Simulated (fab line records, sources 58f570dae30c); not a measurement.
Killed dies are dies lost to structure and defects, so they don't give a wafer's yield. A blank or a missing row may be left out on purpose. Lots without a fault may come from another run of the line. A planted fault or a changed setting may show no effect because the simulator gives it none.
A struck lot beside a sound one | flow berkeley_cmos170 | 31 steps out of a route of 331
Sound: wafers L432.1, L432.3, L432.5. Struck: wafers L442.1, L442.5. (L442.3 of the same lot was not struck and is left out.) The cause comes at the end.
At each step with rows: each side's tool, then ch and its chambers, then its first start. Under that, the readings that differ: sound wafers | struck wafers | difference of the means | sigmas: that difference in standard deviations of wafers without a fault.
alike: readings whose means differ by less than 2 such deviations, and words and numbers that are the same on both sides. not compared: withheld readings, readings that some wafer has no value for, bounds like >300 that may hide the same value, and numbers for which the record gives no deviation and whose values overlap.
The two part at a step that has a row with sigmas, a row that says differs or no value, or rows on one side only. Numbers that don't overlap but have no deviation are shown without sigmas and don't part them. A reading that every wafer of one side lacks parts them only if that side has two wafers or more.

first, 6 steps without rows for these wafers: UCB170_V1_HMDS_06 (prime time 60 s); UCB170_V1_COAT_07 (resist thk 900 nm); UCB170_V1_SOFTBAKE_08 (time 60 s); UCB170_V1_EXPOSE_09 (exposes mask VIA1, target cd 700 nm); UCB170_V1_PEB_10; UCB170_V1_DEVELOP_11 (develop time 45 s).
UCB170_V1_CD_MEAS_12: target cd 700 nm.
  sound on cd_sem-01, day 8 15:46; struck on cd_sem-02, day 10 04:18
  alike: cd_nm
UCB170_V1_OVL_MEAS_13:
  sound on overlay-02, day 8 15:53; struck on overlay-02, day 10 04:25
  alike: V1_OVL
UCB170_V1_ETCH_14: etches SiO2 in CHF3/CF4/Ar, stops on Al, target depth 1250 nm, time 291 s.
  sound on rie_diel-01 ch 1,2,3, day 8 15:56; struck on rie_diel-03 ch 0,1, day 10 04:28
  alike: drypump_motor_current_A, oes_product_au, throttle_valve_pct
  not compared: rf_hours_counter_h
UCB170_V1_STRIP_15: strips in O2.
  sound on plasma_asher-03 ch 0,1, day 8 16:06; struck on plasma_asher-03 ch 1, day 10 04:38
  alike: drypump_motor_current_A, oes_product_au, strip_time_to_endpoint_s
  not compared: rf_hours_counter_h
UCB170_V1_CD_MEAS_90: target cd 700 nm.
  sound on cd_sem-01, day 8 16:13; struck on cd_sem-01, day 10 04:44
  alike: cd_nm
then, 1 step without rows for these wafers: UCB170_M2_PRE_CLEAN_00 (preclean etch time 60 s).
UCB170_M2_SPUTTER_01: material Al, target thk 900 nm, time 120 s.
  sound on pvd_sputter-04, day 8 16:23; struck on pvd_sputter-03, day 10 04:55
  reading                               | sound             | struck      | difference | sigmas
  throttle_valve_pct (%)                | 29.6 30.4 30.8    | 28.1 27.8   | -2.3       | -2
  model.Al_of_M2_SPUTTER_01.thk_nm (nm) | 920.5 914.4 916.5 | 550.8 548.2 | -367.6     |
UCB170_M2_RS_MEAS_02: measures by four-point-probe.
  sound on film_metro-03, day 8 16:29; struck on film_metro-04, day 10 05:17
  reading           | sound                | struck        | difference | sigmas
  M2_AL_RS (ohm/sq) | 0.0314 0.0316 0.0316 | 0.0531 0.0534 | +0.0217    | +60
  not compared: hold
UCB170_M2_THK_MEAS_03: measures by xrf.
  sound on film_metro-03, day 8 16:36; struck on film_metro-04, day 10 09:33
  reading        | sound       | struck  | difference | sigmas
  M2_AL_THK (nm) | 915 912 914 | 546 545 | -368       | -33
  not compared: hold
then, 2 steps without rows for these wafers: UCB170_M2_COAT_05 (resist thk 900 nm); UCB170_M2_SOFTBAKE_06 (time 60 s).
UCB170_M2_STRIP_07: strips in O2.
  sound on plasma_asher-04 ch 0,1, day 8 17:07; struck on plasma_asher-02 ch 0, day 10 12:39
  alike: drypump_motor_current_A, oes_product_au, strip_time_to_endpoint_s
  not compared: rf_hours_counter_h
then, 7 steps without rows for these wafers: UCB170_M2_STRIP_08 (strips KrF in DMSO, time 600 s); UCB170_M2_COAT_09; UCB170_M2_COAT_10 (resist thk 900 nm); UCB170_M2_SOFTBAKE_11 (time 60 s); UCB170_M2_EXPOSE_12 (exposes mask METAL2, target cd 700 nm); UCB170_M2_PEB_13; UCB170_M2_DEVELOP_14 (develop time 45 s).
UCB170_M2_CD_MEAS_15: target cd 700 nm.
  sound on cd_sem-01, day 8 19:28; struck on cd_sem-02, day 10 14:05
  alike: cd_nm
UCB170_M2_OVL_MEAS_16:
  sound on overlay-02, day 8 19:35; struck on overlay-01, day 10 14:12
  alike: M2_OVL
UCB170_M2_ETCH_17: etches BARC in N2/H2.
  sound on rie_diel-01 ch 0,1,2, day 8 19:37; struck on rie_diel-01 ch 2,3, day 10 14:14
  alike: drypump_motor_current_A, n2_flow_sccm, oes_product_au, throttle_valve_pct
UCB170_M2_METAL_ETCH_18: etches Al in Cl2/BCl3, stops on SiO2, target depth 1170 nm, time 195 s.
  sound on rie_metal-01 ch 1, day 8 19:40; struck on rie_metal-04 ch 0, day 10 14:16
  reading                | sound             | struck      | difference | sigmas
  oes_product_au (a.u.)  | 0.860 0.861 0.854 | 0.666 0.669 | -0.191     | -20
  throttle_valve_pct (%) | 23.92 23.92 23.91 | 24.75 24.75 | +0.83      | +3
  alike: drypump_motor_current_A
  not compared: rf_hours_counter_h
UCB170_M2_STRIP_19: strips in O2.
  sound on plasma_asher-01 ch 0,1, day 8 19:51; struck on plasma_asher-04 ch 1, day 10 14:28
  alike: drypump_motor_current_A, oes_product_au
  not compared: rf_hours_counter_h
UCB170_M3_PROBE_99:
  sound on prober-01, day 9 03:07; struck on prober-01, day 10 19:36
  reading                               | sound                      | struck            | difference | sigmas
  model.etest.antenna_m2.vt_shift_v (V) | -0.01321 -0.01186 -0.00858 | -0.02198 -0.02194 | -0.01074   |

WHERE THEY PART
First at UCB170_M2_SPUTTER_01; last, within this record, at UCB170_M2_METAL_ETCH_18. Later steps at which nothing parts them and some readings are alike: UCB170_M2_STRIP_19.

WHY: what the simulator had put in
Process parameter drift: pvd_sputter-03, from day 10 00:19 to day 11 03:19, at UCB170_M2_SPUTTER_01. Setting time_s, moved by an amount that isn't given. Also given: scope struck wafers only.
